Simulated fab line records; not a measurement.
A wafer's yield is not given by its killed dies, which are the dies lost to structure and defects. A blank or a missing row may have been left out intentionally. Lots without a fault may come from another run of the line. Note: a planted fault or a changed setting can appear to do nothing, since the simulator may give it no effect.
Comparing a struck lot with a sound one / flow rit-cmos / 22 out of 202 route steps
Sound: these wafers, L592.3, L592.4, L592.6. Wafers L587.1, L587.3, L587.4 were the ones struck. At the end, the cause is stated.
Each step with rows lists, per side, the tool, then ch with its chambers, then its first start. Under that, the readings that differ: sound wafers / struck wafers / difference of the means / sigmas: that difference in standard deviations of wafers without a fault.
alike: readings whose means differ by less than 2 such deviations, and words and numbers that are the same on both sides. not compared: withheld readings, readings that some wafer has no value for, bounds like >300 that may hide the same value, and numbers for which the record gives no deviation and whose values overlap.
A row with sigmas, a row that says differs or no value, or rows on one side alone: a step with any of these is where the two part. When numbers do not overlap yet have no deviation, they are printed without sigmas and do not part them. A reading that every wafer of one side lacks parts them only if that side has two wafers or more.

first, 2 steps without rows for these wafers: RIT_NSD_HARDBAKE_07 (time 60 s); RIT_NSD_IMPLANT_08.
RIT_NSD_STRIP_09: strips in O2, time 180 s.
  sound on plasma-asher-03 ch 0,1, day 6 06:32; struck on plasma-asher-02 ch 0,1, day 5 02:20
  alike: drypump-motor-current-A, o2-flow-sccm
  not compared: rf-hours-counter-h
RIT_NSD_TW_MEAS_10:
  sound on film-metro-04, day 6 06:40; struck on film-metro-03, day 5 02:31
  alike: NSD_TW
then, 6 steps without rows for these wafers: RIT_PSD_HMDS_00 (prime time 60 s); RIT_PSD_COAT_01 (resist thk 1000 nm); RIT_PSD_SOFTBAKE_02 (time 60 s); RIT_PSD_EXPOSE_03 (exposes mask M10, target cd 40900 nm); RIT_PSD_PEB_04; RIT_PSD_DEVELOP_05 (develop time 50 s).
RIT_PSD_OVL_MEAS_06:
  sound on overlay-02, day 6 07:34; struck on overlay-02, day 5 03:33
  alike: PSD_OVL
then, 1 step without rows for these wafers: RIT_PSD_HARDBAKE_07 (time 60 s).
RIT_PSD_IMPLANT_08:
  sound on implanter-04 ch 0, day 6 07:47; struck on implanter-01 ch 0, day 5 03:44
reading=beam-energy-keV; sound=26.997 26.998 27.003; struck=32.948 32.953 32.949; difference=+5.951; sigmas=+99 or more
reading=model.implant.rp-nm (nm); sound=22.55 22.55 22.55; struck=25.65 25.65 25.65; difference=+3.10; sigmas=
reading=model.implant.drp-nm (nm); sound=12.05 12.05 12.05; struck=13.85 13.85 13.85; difference=+1.80; sigmas=
RIT_PSD_STRIP_09: strips in O2, time 180 s.
  sound on plasma-asher-03 ch 0,1, day 6 07:57; struck on plasma-asher-04 ch 0,1, day 5 03:53
reading=drypump-motor-current-A (A); sound=6.4 6.7 6.7; struck=4.9 5.4 4.9; difference=-1.5; sigmas=-3
  alike: o2-flow-sccm
  not compared: rf-hours-counter-h
RIT_PSD_TW_MEAS_10:
  sound on film-metro-02, day 6 08:05; struck on film-metro-02, day 5 04:04
reading=PSD_TW; sound=3420 3420 3417; struck=3561 3552 3560; difference=+139; sigmas=+7
then, 3 steps without rows for these wafers: RIT_SDANNEAL_CLEAN_00 (cleans in SC1, time 600 s); RIT_SDANNEAL_CLEAN_01 (cleans in dHF, time 30 s); RIT_SDANNEAL_CLEAN_02 (cleans in SC2, time 600 s).
RIT_SDANNEAL_RTA_03: time 5 s.
  sound on rtp-anneal-02 ch 0, day 6 08:31; struck on rtp-anneal-01 ch 0, day 5 04:31
  alike: wafer_temp_C_max
RIT_SDANNEAL_RS_MEAS_04: measurement is done with a four-point probe.
  sound on film-metro-04, day 6 08:35; struck on film-metro-02, day 5 04:35
reading=PSD_RS (ohm/sq); sound=116.0 116.3 115.7; struck=104.2 104.3 104.4; difference=-11.7; sigmas=-39
RIT_SDANNEAL_RS_MEAS_05: measurement is done with a four-point probe.
  sound on film-metro-04, day 6 08:43; struck on film-metro-02, day 5 04:42
reading=NSD_RS (ohm/sq); sound=85.11 84.99 84.74; struck=84.20 84.05 84.05; difference=-0.85; sigmas=-3
RIT_M1_PROBE_99:
  the record holds rows for the sound wafers here (prober-02, day 6 16:32) but none for the struck ones

== WHERE THEY PART ==
First at RIT_PSD_IMPLANT_08; last, within this record, at RIT_M1_PROBE_99.

WHY: what the simulator had put in
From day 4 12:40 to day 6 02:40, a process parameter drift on implanter-01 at RIT_PSD_IMPLANT_08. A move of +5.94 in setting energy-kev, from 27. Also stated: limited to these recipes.
